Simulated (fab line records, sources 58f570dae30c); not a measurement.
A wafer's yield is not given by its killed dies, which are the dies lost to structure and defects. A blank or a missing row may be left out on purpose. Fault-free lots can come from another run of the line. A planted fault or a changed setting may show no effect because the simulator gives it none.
Which tool is to blame? | flow berkeleyCmos170 | 45 wafers from 15 lots sampled at 7 of the route's 331 steps

WHAT THE GAUGES READ, wafer by wafer
UCB170_SPACER_THK_MEAS_01.
lot  | measured     | on           | SPACER_TEOS_THK (nm)
L207 | day 7 01:11  | filmMetro-03 | 371 378 379
L209 | day 7 08:41  | filmMetro-04 | 362 373 376
L211 | day 7 23:29  | filmMetro-02 | 376 383 375
L210 | day 8 00:11  | filmMetro-02 | 366 373 374
L212 | day 8 10:07  | filmMetro-02 | 372 378 379
L213 | day 8 18:11  | filmMetro-02 | 373 375 384
L214 | day 8 18:18  | filmMetro-03 | 374 373 376
L215 | day 9 06:49  | filmMetro-02 | 371 371 377
L217 | day 9 07:07  | filmMetro-04 | 375 375 380
L220 | day 9 20:29  | filmMetro-02 | 380 379 378
L221 | day 10 03:53 | filmMetro-03 | 375 379 373
L223 | day 10 22:53 | filmMetro-03 | 373 377 376
L224 | day 10 23:02 | filmMetro-03 | 372 380 380
L225 | day 10 23:14 | filmMetro-02 | 371 381 390
L226 | day 11 10:22 | filmMetro-02 | 370 373 378

UCB170_PSD_TW_MEAS_10.
lot  | measured     | on           | PSD_TW
L207 | day 7 06:41  | filmMetro-02 | 2231 2219 2232
L209 | day 7 16:32  | filmMetro-02 | 2219 2236 2219
L211 | day 8 08:35  | filmMetro-02 | 2326 2309 2330
L210 | day 8 08:51  | filmMetro-01 | 2249 2254 2259
L212 | day 8 14:38  | filmMetro-04 | 2352 2355 2335
L213 | day 9 00:41  | filmMetro-02 | 2322 2318 2323
L214 | day 9 00:42  | filmMetro-04 | 2361 2348 2350
L215 | day 9 12:19  | filmMetro-04 | 2352 2350 2366
L217 | day 9 12:28  | filmMetro-01 | 2354 2347 2329
L220 | day 10 04:43 | filmMetro-02 | 2324 2325 2330
L221 | day 10 11:34 | filmMetro-01 | 2350 2338 2354
L223 | day 11 05:28 | filmMetro-02 | 2323 2320 2328
L224 | day 11 05:43 | filmMetro-02 | 2313 2321 2314
L225 | day 11 05:36 | filmMetro-01 | 2332 2346 2328
L226 | day 11 16:40 | filmMetro-02 | 2323 2301 2310

UCB170_SDANNEAL_RS_MEAS_02: uses a four-point probe to measure.
lot  | measured     | on           | PSD_RS (ohm/sq)
L207 | day 7 10:11  | filmMetro-04 | 77.64 77.53 77.78
L209 | day 7 22:07  | filmMetro-04 | 77.59 77.50 77.74
L211 | day 8 14:40  | filmMetro-01 | 75.59 75.68 75.71
L210 | day 8 14:44  | filmMetro-04 | 77.84 78.02 77.62
L212 | day 8 17:50  | filmMetro-04 | 76.06 75.74 76.02
L213 | day 9 05:53  | filmMetro-01 | 75.47 75.50 75.33
L214 | day 9 06:04  | filmMetro-02 | 75.54 75.57 75.77
L215 | day 9 15:17  | filmMetro-04 | 75.34 75.64 75.76
L217 | day 9 15:40  | filmMetro-01 | 75.06 74.97 75.36
L220 | day 10 08:07 | filmMetro-04 | 75.59 76.05 75.46
L221 | day 10 16:16 | filmMetro-04 | 75.48 75.48 75.32
L223 | day 11 11:09 | filmMetro-01 | 75.70 75.62 75.84
L224 | day 11 11:14 | filmMetro-02 | 75.17 75.62 75.15
L225 | day 11 11:38 | filmMetro-01 | 75.32 75.32 75.44
L226 | day 11 19:20 | filmMetro-01 | 75.62 75.45 75.20

UCB170_SDANNEAL_RS_MEAS_05: uses a four-point probe to measure.
lot  | measured     | on           | NLDD_RS (ohm/sq)
L207 | day 7 10:33  | filmMetro-04 | 617.8 617.6 616.7
L209 | day 7 22:28  | filmMetro-04 | 617.0 616.7 616.7
L211 | day 8 15:01  | filmMetro-01 | 618.3 618.0 618.4
L210 | day 8 15:05  | filmMetro-04 | 617.4 615.7 617.4
L212 | day 8 18:12  | filmMetro-04 | 617.4 616.4 616.9
L213 | day 9 06:15  | filmMetro-01 | 614.1 615.3 614.0
L214 | day 9 06:25  | filmMetro-02 | 613.8 615.2 613.6
L215 | day 9 15:39  | filmMetro-04 | 617.8 616.2 616.0
L217 | day 9 16:01  | filmMetro-01 | 616.0 617.1 616.1
L220 | day 10 08:29 | filmMetro-04 | 616.5 616.9 615.8
L221 | day 10 16:37 | filmMetro-04 | 615.1 614.8 616.8
L223 | day 11 11:31 | filmMetro-01 | 616.7 616.7 617.7
L224 | day 11 11:35 | filmMetro-02 | 613.6 614.8 613.8
L225 | day 11 11:59 | filmMetro-01 | 618.8 616.0 618.2
L226 | day 11 19:41 | filmMetro-01 | 615.2 616.1 615.3

WHICH TOOL RAN EACH LOT (tool, then ch and the chambers of the sampled wafers, then the start)
lot  | UCB170_NVT_STRIP_08                 | UCB170_PSD_IMPLANT_08           | UCB170_PSD_STRIP_09
L207 | plasmaAsher-04 ch 0,1, day 6 05:15  | implanter-01 ch 0, day 7 06:26  | plasmaAsher-04 ch 0,1, day 7 06:35
L209 | plasmaAsher-03 ch 0,1, day 6 11:28  | implanter-01 ch 0, day 7 16:17  | plasmaAsher-01 ch 0,1, day 7 16:26
L211 | plasmaAsher-03 ch 0,1, day 7 02:10  | implanter-04 ch 0, day 8 08:20  | plasmaAsher-02 ch 0, day 8 08:29
L210 | plasmaAsher-04 ch 0,1, day 7 02:27  | implanter-01 ch 0, day 8 08:38  | plasmaAsher-01 ch 0,1, day 8 08:46
L212 | plasmaAsher-04 ch 0,1, day 7 12:20  | implanter-04 ch 0, day 8 14:25  | plasmaAsher-01 ch 0,1, day 8 14:34
L213 | plasmaAsher-01 ch 0,1, day 7 18:07  | implanter-04 ch 0, day 9 00:28  | plasmaAsher-04 ch 0,1, day 9 00:35
L214 | plasmaAsher-03 ch 0,1, day 7 18:20  | implanter-02 ch 0, day 9 00:28  | plasmaAsher-02 ch 0,1, day 9 00:35
L215 | plasmaAsher-04 ch 0,1, day 8 11:48  | implanter-02 ch 0, day 9 12:04  | plasmaAsher-02 ch 0, day 9 12:13
L217 | plasmaAsher-01 ch 0, day 8 11:55    | implanter-04 ch 0, day 9 12:13  | plasmaAsher-01 ch 0,1, day 9 12:22
L220 | plasmaAsher-01 ch 0,1, day 8 23:47  | implanter-02 ch 0, day 10 04:29 | plasmaAsher-01 ch 0,1, day 10 04:37
L221 | plasmaAsher-04 ch 0,1, day 9 05:22  | implanter-02 ch 0, day 10 11:19 | plasmaAsher-02 ch 0,1, day 10 11:28
L223 | plasmaAsher-01 ch 0,1, day 10 00:23 | implanter-01 ch 0, day 11 05:15 | plasmaAsher-01 ch 0,1, day 11 05:23
L224 | plasmaAsher-04 ch 0, day 10 00:35   | implanter-04 ch 0, day 11 05:28 | plasmaAsher-02 ch 0,1, day 11 05:37
L225 | plasmaAsher-03 ch 0,1, day 10 00:44 | implanter-02 ch 0, day 11 05:22 | plasmaAsher-04 ch 0,1, day 11 05:31
L226 | plasmaAsher-01 ch 0,1, day 10 14:02 | implanter-01 ch 0, day 11 16:25 | plasmaAsher-01 ch 0,1, day 11 16:33
- UCB170_NVT_STRIP_08: strips in O2.
- UCB170_PSD_IMPLANT_08
- UCB170_PSD_STRIP_09: strips in O2.

AS READ BY THE TOOLS THEMSELVES (means over the sampled wafers that have a number; for cases with no such wafer, the mark the record gives instead)
UCB170_NVT_STRIP_08.
lot  | tool           | drypumpMotorCurrentA (A) | oesProductAu (a.u.) | stripTimeToEndpointS (s)
L207 | plasmaAsher-04 | 5.5                      | 0.732               | 21.61
L209 | plasmaAsher-03 | 5.9                      | 0.737               | 21.71
L211 | plasmaAsher-03 | 5.9                      | 0.731               | 21.67
L210 | plasmaAsher-04 | 5.5                      | 0.733               | 21.74
L212 | plasmaAsher-04 | 5.5                      | 0.731               | 21.71
L213 | plasmaAsher-01 | 5.4                      | 0.734               | 21.56
L214 | plasmaAsher-03 | 5.8                      | 0.736               | 21.65
L215 | plasmaAsher-04 | 5.5                      | 0.734               | 21.63
L217 | plasmaAsher-01 | 5.6                      | 0.732               | 21.58
L220 | plasmaAsher-01 | 5.3                      | 0.734               | 21.71
L221 | plasmaAsher-04 | 5.5                      | 0.736               | 21.60
L223 | plasmaAsher-01 | 5.3                      | 0.734               | 21.65
L224 | plasmaAsher-04 | 5.1                      | 0.732               | 21.57
L225 | plasmaAsher-03 | 5.9                      | 0.736               | 21.71
L226 | plasmaAsher-01 | 5.3                      | 0.738               | 21.65

UCB170_PSD_IMPLANT_08.
lot  | tool         | beamEnergyKeV | endStationPressureTorr (Torr)
L207 | implanter-01 | 16.402        | 1.27e-05
L209 | implanter-01 | 16.406        | 1.26e-05
L211 | implanter-04 | 20.002        | 1.30e-05
L210 | implanter-01 | 16.397        | 1.27e-05
L212 | implanter-04 | 20.002        | 1.24e-05
L213 | implanter-04 | 19.998        | 1.22e-05
L214 | implanter-02 | 20.003        | 1.25e-05
L215 | implanter-02 | 19.996        | 1.26e-05
L217 | implanter-04 | 20.004        | 1.27e-05
L220 | implanter-02 | 19.999        | 1.26e-05
L221 | implanter-02 | 19.998        | 1.28e-05
L223 | implanter-01 | 20.002        | 1.28e-05
L224 | implanter-04 | 19.996        | 1.22e-05
L225 | implanter-02 | 20.009        | 1.30e-05
L226 | implanter-01 | 19.999        | 1.26e-05

UCB170_PSD_STRIP_09.
lot  | tool           | drypumpMotorCurrentA (A) | oesProductAu (a.u.) | stripTimeToEndpointS (s)
L207 | plasmaAsher-04 | 5.9                      | 0.621               | 27.78
L209 | plasmaAsher-01 | 5.4                      | 0.622               | 27.94
L211 | plasmaAsher-02 | 5.4                      | 0.602               | 29.38
L210 | plasmaAsher-01 | 5.5                      | 0.620               | 27.85
L212 | plasmaAsher-01 | 5.4                      | 0.598               | 29.45
L213 | plasmaAsher-04 | 5.5                      | 0.603               | 29.42
L214 | plasmaAsher-02 | 5.8                      | 0.597               | 29.43
L215 | plasmaAsher-02 | 5.4                      | 0.603               | 29.33
L217 | plasmaAsher-01 | 5.4                      | 0.602               | 29.45
L220 | plasmaAsher-01 | 5.4                      | 0.601               | 29.38
L221 | plasmaAsher-02 | 5.8                      | 0.594               | 29.45
L223 | plasmaAsher-01 | 5.4                      | 0.599               | 29.47
L224 | plasmaAsher-02 | 5.8                      | 0.601               | 29.40
L225 | plasmaAsher-04 | 5.9                      | 0.600               | 29.49
L226 | plasmaAsher-01 | 5.4                      | 0.600               | 29.33

THE ANSWER, worked out from the rows above alone
Rule: the usual values come from the lots themselves. Put in order of their means at a reading, lots are off if they are a third of the lots or fewer, leave a main group of 4 or more, and stand apart from it by a gap of 3 or more times the standard deviation of the main group's means; of several such gaps the widest counts. Not used: any main group whose means are identical at the precision the tables above print for the reading. A lot without any number at a reading at which 4 lots or more have one is off too. All remaining lots with rows at the step are treated as sound. Order of review: gauges by route order, followed by the tools' own readings, for which a lot's mean as printed above is used. At the first step where some lot is off, the reading lying furthest off is the one used; lots without a number count as furthest.
Off: L207, L209, L210, seen at UCB170_PSD_TW_MEAS_10 (PSD_TW). The main group has a mean of 2334 with a standard deviation of 15.
If a tool, at a process step before that reading, ran all the lots that are off and no sound lot after the first of them, it fits. The gauges at UCB170_PSD_TW_MEAS_10 aren't tried: what is off there is off at UCB170_SDANNEAL_RS_MEAS_02 too, on other tools, and a gauge's error can't cause that. Not one of the candidates tried fits.

WHAT HAD BEEN PUT IN BY THE SIMULATOR
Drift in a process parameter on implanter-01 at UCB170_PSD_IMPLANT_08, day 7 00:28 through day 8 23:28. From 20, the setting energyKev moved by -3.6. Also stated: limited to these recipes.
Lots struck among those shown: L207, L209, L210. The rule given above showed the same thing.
